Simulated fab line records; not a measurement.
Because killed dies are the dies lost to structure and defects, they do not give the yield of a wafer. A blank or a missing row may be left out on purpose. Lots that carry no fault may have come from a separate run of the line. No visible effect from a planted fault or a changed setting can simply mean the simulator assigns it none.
Struck lot and sound lot, side by side / flow rit-cmos / 18 out of 202 route steps
Sound: these wafers, L473.1, L473.2, L473.6. The struck wafers were L479.4, L479.5, L479.6. At the end, the cause is stated.
Order at every step that has rows: each side's tool, ch and its chambers, its first start. Under that, the readings that differ: sound wafers / struck wafers / difference of the means / sigmas: that difference in standard deviations of wafers without a fault.
alike: readings with means less than 2 such deviations apart, plus words and numbers identical on both sides. not compared: withheld readings, readings lacking a value on some wafer, bounds such as >300 that could conceal the same value, and numbers that have no deviation in the record and whose values overlap.
A row with sigmas, a row that says differs or no value, or rows on one side alone: a step with any of these is where the two part. Numbers that have no deviation but don't overlap get no sigmas and don't part them. Lack of a reading on every wafer of one side parts them only where that side has two or more wafers.

RIT_M1_SPUTTER_00: material Al, target thk 400 nm, time 500 s.
  sound on pvd-sputter-02, day 3 21:51; struck on pvd-sputter-02, day 5 01:55
  alike: throttle-valve-pct
RIT_M1_RS_MEAS_01: a four-point-probe measurement.
  sound on film-metro-04, day 3 22:08; struck on film-metro-01, day 5 02:16
  alike: M1_AL_RS
RIT_M1_THK_MEAS_02: measures by xrf.
  sound on film-metro-04, day 3 22:16; struck on film-metro-01, day 5 02:22
  alike: M1_AL_THK
then, 6 steps without rows for these wafers: RIT_M1_HMDS_03 (prime time 60 s); RIT_M1_COAT_04 (resist thk 1283 nm); RIT_M1_SOFTBAKE_05 (time 60 s); RIT_M1_EXPOSE_06 (exposes mask M12, target cd 2600 nm); RIT_M1_PEB_07; RIT_M1_DEVELOP_08 (develop time 68 s).
RIT_M1_CD_MEAS_09: the cd target is 2600 nm.
  sound on cd-sem-02, day 3 23:12; struck on cd-sem-02, day 5 03:20
  alike: cd-nm
RIT_M1_OVL_MEAS_10:
  sound on overlay-02, day 3 23:19; struck on overlay-02, day 5 03:25
  alike: M1_OVL
then, 1 step without rows for these wafers: RIT_M1_HARDBAKE_11 (time 120 s).
RIT_M1_METAL_ETCH_12: etches Al in Cl2/BCl3, stops on SiO2, time 165 s, target depth 600 nm.
  sound on rie-metal-01 ch 0,1, day 3 23:37; struck on rie-metal-01 ch 0,1, day 5 03:44
reading=rf-fwd-power-W (W); sound=250.1 250.1 249.9; struck=424.0 424.0 423.6; difference=+173.8; sigmas=+99 or more
reading=model.NOVOLAK_of_M1_COAT_04.thk-nm (nm); sound=793.6 803.3 806.2; struck=581.5 574.9 556.1; difference=-230.2; sigmas=
reading=model.M1.cd-nm (nm); sound=2601 2598 2601; struck=2556 2555 2554; difference=-45; sigmas=
reading=model.M1.feature-depth-nm (nm); sound=432.1 430.6 432; struck=457 451.3 453.9; difference=+22; sigmas=
  alike: drypump-motor-current-A, oes-product-au, throttle-valve-pct
  not compared: rf-hours-counter-h
then, 1 step without rows for these wafers: RIT_M1_STRIP_13 (strips in nmp, time 600 s).
RIT_M1_STRIP_14: strips in O2, time 180 s.
  sound on plasma-asher-03 ch 0,1, day 3 23:57; struck on plasma-asher-01 ch 0,1, day 5 04:04
  alike: drypump-motor-current-A
  not compared: rf-hours-counter-h
RIT_M1_CD_MEAS_90: the cd target is 2600 nm.
  sound on cd-sem-01, day 4 00:07; struck on cd-sem-01, day 5 04:15
reading=cd-nm (nm); sound=2601.0 2597.8 2601.1; struck=2555.5 2554.7 2553.8; difference=-45.3; sigmas=-20
then, 1 step without rows for these wafers: RIT_M1_ANNEAL_15 (time 1800 s).
RIT_M1_PROBE_99:
  sound on prober-01, day 4 01:55; struck on prober-01, day 5 07:33
reading=model.etest.m1.width-nm (nm); sound=2603 2596 2602; struck=2549 2554 2549; difference=-50; sigmas=
reading=model.etest.antenna-m1.gate-log10-a-cm2; sound=-5.602 -5.694 -5.668; struck=- - -; difference=no value on the struck wafers; sigmas=
reading=model.etest.antenna-m1.over-limit; sound=0 0 0; struck=1 1 1; difference=+1; sigmas=
reading=model.etest.antenna-m1.vt-shift-v (V); sound=-0.01142 -0.01224 -0.01184; struck=-0.1032 -0.1043 -0.1183; difference=-0.0968; sigmas=
  alike: defect-limited-yield, killed_at_M0_to_M3, killed-at-contacts, killed-at-front-end, killed-dies, killed-open, killed-short, sort_bin_3_pad_short, sort_bin_5_function, sort_bin_6_memory, sort-n-pass, sort-yield-pct

== WHERE THEY PART ==
At RIT_M1_METAL_ETCH_12 first; at RIT_M1_PROBE_99 last (within this record only).

WHY: the cause the simulator had injected
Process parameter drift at RIT_M1_METAL_ETCH_12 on rie-metal-01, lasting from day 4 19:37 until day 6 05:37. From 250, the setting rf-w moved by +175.
